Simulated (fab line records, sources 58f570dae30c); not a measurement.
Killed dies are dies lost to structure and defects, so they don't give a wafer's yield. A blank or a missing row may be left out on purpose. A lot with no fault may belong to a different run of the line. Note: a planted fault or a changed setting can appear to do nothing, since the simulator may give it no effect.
Lot-split experiment | flow berkeley-cmos170 | 23 wafers read across 5 lots, on a route 331 steps long

== ABOUT THE SPLIT ==
At UCB170_SILICIDE_SPUTTER_01 (material Ti, target thk 30 nm, time 25 s), the setting time-s was moved away from the recipe's 25 s on 10 of the 23 wafers read, by -14.2% to +12.0%. All remaining wafers had this setting at the recipe value.

== FROM THE SPLIT ON TO THE READING: in between, the file shows 1 step ==
- UCB170_SILICIDE_RS_MEAS_02: measures by four-point-probe

== THE READING ==
SILICIDE_TI_THK, in nm, at UCB170_SILICIDE_THK_MEAS_03 (measures by xrf). Typical for fault-free wafers on this fab line: 30.2 nm, with standard deviation 0.41 nm.

wafer  | tool, chamber at the split | time-s as run, s | against the recipe | SILICIDE_TI_THK, nm | against lot-mates on the recipe
L077.2 | pvd-sputter-03, -          | 25               | recipe             | 29.9                | -
L077.3 | pvd-sputter-03, -          | 25               | recipe             | 29.7                | -
L077.4 | pvd-sputter-03, -          | 28               | +12.0%             | 33.9                | +4.3
L077.5 | pvd-sputter-03, -          | 25               | recipe             | 29.2                | -
L077.6 | pvd-sputter-03, -          | 28               | +12.0%             | 33.1                | +3.5
L081.1 | pvd-sputter-04, -          | 26.94            | +7.8%              | 32.9                | +2.2
L081.2 | pvd-sputter-04, -          | 25               | recipe             | 30.5                | -
L081.3 | pvd-sputter-04, -          | 26.94            | +7.8%              | 32.2                | +1.6
L081.4 | pvd-sputter-04, -          | 26.94            | +7.8%              | 33.0                | +2.4
L081.5 | pvd-sputter-04, -          | 25               | recipe             | 30.8                | -
L080.1 | pvd-sputter-02, -          | 25               | recipe             | 30.4                | -
L080.3 | pvd-sputter-02, -          | 22.68            | -9.3%              | 27.3                | -3.2
L080.4 | pvd-sputter-02, -          | 22.68            | -9.3%              | 27.6                | -2.9
L080.5 | pvd-sputter-02, -          | 22.68            | -9.3%              | 27.4                | -3.1
L080.6 | pvd-sputter-02, -          | 25               | recipe             | 30.7                | -
L082.1 | pvd-sputter-04, -          | 25               | recipe             | 29.7                | -
L082.2 | pvd-sputter-04, -          | 25               | recipe             | 30.6                | -
L082.4 | pvd-sputter-04, -          | 25               | recipe             | 30.4                | -
L083.1 | pvd-sputter-03, -          | 25               | recipe             | 30.7                | -
L083.2 | pvd-sputter-03, -          | 25               | recipe             | 30.0                | -
L083.3 | pvd-sputter-03, -          | 25               | recipe             | 30.1                | -
L083.5 | pvd-sputter-03, -          | 21.46            | -14.2%             | 25.8                | -4.5
L083.6 | pvd-sputter-03, -          | 21.46            | -14.2%             | 26.4                | -3.9

FIT RESULTS
A straight line over all 23 wafers: SILICIDE_TI_THK changes by +0.293 nm for each +1% of time-s; r = +0.98; the points scatter about the line by 0.44 nm.
The same after taking each lot's own level away (the mean of its wafers on the recipe; 23 wafers): +0.306 nm for each +1%; r = +0.99; scatter 0.36 nm.
That fit puts the effect of the largest move of time-s on the reading at 4.3 nm.
Measured against the standard deviation above, the lots' own levels, which go from 29.60 to 30.65 nm, span 2.6 times it.
So the lot-to-lot level changes the slope little: the two slopes agree.
Check: -4.36 nm against its lot-mates is what the line predicts for one of the wafers moved furthest among these (-14.2%) when that wafer is left out of the fit. Against them it came out at -4.47 nm.

== THE WHOLE CHAIN: every reading that the file lists as answering this split, in the file's order ==
step                        | what it does                             | reading                                                                           | change (the file's fit)               | r (the file's)
UCB170_SILICIDE_SPUTTER_01  | material Ti, target thk 30 nm, time 25 s | Ti_of_SILICIDE_SPUTTER_01.thk-nm (the simulator's own value, which no gauge read) | +0.308 nm for each +1% of the setting | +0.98
UCB170_SILICIDE_RS_MEAS_02  | measures by four-point-probe             | SILICIDE_TI_RS                                                                    | -0.332 for each +1% of the setting    | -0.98
UCB170_SILICIDE_THK_MEAS_03 | measures by xrf                          | SILICIDE_TI_THK                                                                   | +0.307 for each +1% of the setting    | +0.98

== FILE'S OWN FIT ==
SILICIDE_TI_THK changes by +0.307 nm for each +1% of time-s, r = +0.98.
